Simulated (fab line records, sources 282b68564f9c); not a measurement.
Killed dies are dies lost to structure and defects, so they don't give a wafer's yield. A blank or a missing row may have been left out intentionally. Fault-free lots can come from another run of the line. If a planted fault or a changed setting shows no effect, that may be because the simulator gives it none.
A struck lot beside a sound one	flow rit cmos	43 out of 202 route steps
Sound: these wafers, L364.1, L364.3, L364.4. Struck: wafers L370.1, L370.3, L370.6. At the end, the cause is stated.
Order at every step that has rows: each side's tool, ch and its chambers, its first start. Under that, the readings that differ: sound wafers	struck wafers	difference of the means	sigmas: that difference in standard deviations of wafers without a fault.
alike: words and numbers the same on both sides, and readings whose means are apart by under 2 such deviations; not compared: readings that were withheld, readings missing a value for some wafer, numbers with overlapping values and no deviation given by the record, and bounds like >300 which may hide the same value.
The two part at a step that has a row with sigmas, a row that says differs or no value, or rows on one side only. Non-overlapping numbers with no deviation appear without sigmas and do not part them. Lack of a reading on every wafer of one side parts them only where that side has two or more wafers.

first, 4 steps without rows for these wafers: RIT_PLDD_SOFTBAKE_02 (time 60 s); RIT_PLDD_EXPOSE_03 (exposes mask M8, target cd 40900 nm); RIT_PLDD_PEB_04; RIT_PLDD_DEVELOP_05 (develop time 50 s).
RIT_PLDD_OVL_MEAS_06:
  struck on overlay-02, day 5 07:25; sound on overlay-02, day 3 22:26
  alike: PLDD_OVL
then, 2 steps without rows for these wafers: RIT_PLDD_HARDBAKE_07 (time 60 s); RIT_PLDD_IMPLANT_08.
RIT_PLDD_STRIP_09: strips in O2, time 180 s.
  sound on plasma asher-02 ch 0,1, day 3 22:47; struck on plasma asher-01 ch 0,1, day 5 07:46
  alike: drypump motor current A
  not compared: rf hours counter h
RIT_PLDD_TW_MEAS_10:
  struck on film metro-01, day 5 07:56; sound on film metro-03, day 3 22:57
  alike: PLDD_TW
then, 3 steps without rows for these wafers: RIT_SPACER_CLEAN_00 (cleans in SC1, time 600 s); RIT_SPACER_CLEAN_01 (cleans in dHF, time 30 s); RIT_SPACER_CLEAN_02 (cleans in SC2, time 600 s).
RIT_SPACER_CVD_03: deposits Si3N4 from SiH2Cl2/NH3, target thk 250 nm, time 3300 s.
  sound on lpcvd-01 ch 0, day 3 23:25; struck on lpcvd-02 ch 0, day 5 08:22
  alike: spike tc centre C, susceptor temp C
RIT_SPACER_THK_MEAS_04:
  struck on film metro-01, day 5 10:17; sound on film metro-04, day 4 02:17
reading	sound	struck	difference	sigmas
SPACER_NITRIDE_THK (nm)	256.0 255.5 253.5	249.1 250.1 249.5	-5.4	-2
RIT_SPACER_ETCHBACK_05: etches Si3N4 in SF6/CHF3, stops on SiO2, target depth 250 nm, time 240 s.
  sound on rie diel-03 ch 1,2,3, day 4 02:21; struck on rie diel-04 ch 0,2, day 5 10:21
  alike: drypump motor current A, oes product au, throttle valve pct
  not compared: rf hours counter h
then, 6 steps without rows for these wafers: RIT_NSD_HMDS_00 (prime time 60 s); RIT_NSD_COAT_01 (resist thk 1000 nm); RIT_NSD_SOFTBAKE_02 (time 60 s); RIT_NSD_EXPOSE_03 (exposes mask M9, target cd 40700 nm); RIT_NSD_PEB_04; RIT_NSD_DEVELOP_05 (develop time 50 s).
RIT_NSD_OVL_MEAS_06:
  struck on overlay-02, day 5 11:28; sound on overlay-02, day 4 03:28
reading	sound	struck	difference	sigmas
NSD_OVL (nm)	-2.4 -2.7 -1.2	0.7 1.1 1.5	+3.2	+2
then, 2 steps without rows for these wafers: RIT_NSD_HARDBAKE_07 (time 60 s); RIT_NSD_IMPLANT_08.
RIT_NSD_STRIP_09: strips in O2, time 180 s.
  sound on plasma asher-04 ch 0,1, day 4 03:49; struck on plasma asher-01 ch 1, day 5 11:49
  alike: drypump motor current A
  not compared: rf hours counter h
RIT_NSD_TW_MEAS_10:
  struck on film metro-02, day 5 11:59; sound on film metro-02, day 4 03:59
  alike: NSD_TW
then, 6 steps without rows for these wafers: RIT_PSD_HMDS_00 (prime time 60 s); RIT_PSD_COAT_01 (resist thk 1000 nm); RIT_PSD_SOFTBAKE_02 (time 60 s); RIT_PSD_EXPOSE_03 (exposes mask M10, target cd 40900 nm); RIT_PSD_PEB_04; RIT_PSD_DEVELOP_05 (develop time 50 s).
RIT_PSD_OVL_MEAS_06:
  struck on overlay-02, day 5 12:54; sound on overlay-01, day 4 05:01
  alike: PSD_OVL
then, 2 steps without rows for these wafers: RIT_PSD_HARDBAKE_07 (time 60 s); RIT_PSD_IMPLANT_08.
RIT_PSD_STRIP_09: strips in O2, time 180 s.
  sound on plasma asher-04 ch 0,1, day 4 05:22; struck on plasma asher-04 ch 0, day 5 13:14
  alike: drypump motor current A
  not compared: rf hours counter h
RIT_PSD_TW_MEAS_10:
  struck on film metro-02, day 5 13:25; sound on film metro-02, day 4 05:32
  alike: PSD_TW
then, 3 steps without rows for these wafers: RIT_SDANNEAL_CLEAN_00 (cleans in SC1, time 600 s); RIT_SDANNEAL_CLEAN_01 (cleans in dHF, time 30 s); RIT_SDANNEAL_CLEAN_02 (cleans in SC2, time 600 s).
RIT_SDANNEAL_RTA_03: time 5 s.
  sound on rtp anneal-02 ch 0, day 4 05:58; struck on rtp anneal-02 ch 0, day 5 13:51
  alike: anneal temp c max, wafer_temp_C_max
RIT_SDANNEAL_RS_MEAS_04: uses a four-point probe to measure.
  struck on film metro-01, day 5 13:55; sound on film metro-03, day 4 06:02
  alike: PSD_RS
RIT_M1_PROBE_99:
  record: rows for the struck wafers here (prober-01, day 5 21:35), none for the sound ones

## WHERE THEY PART
Earliest at RIT_SPACER_THK_MEAS_04; latest, in this record, at RIT_M1_PROBE_99.

WHY: the cause the simulator had injected
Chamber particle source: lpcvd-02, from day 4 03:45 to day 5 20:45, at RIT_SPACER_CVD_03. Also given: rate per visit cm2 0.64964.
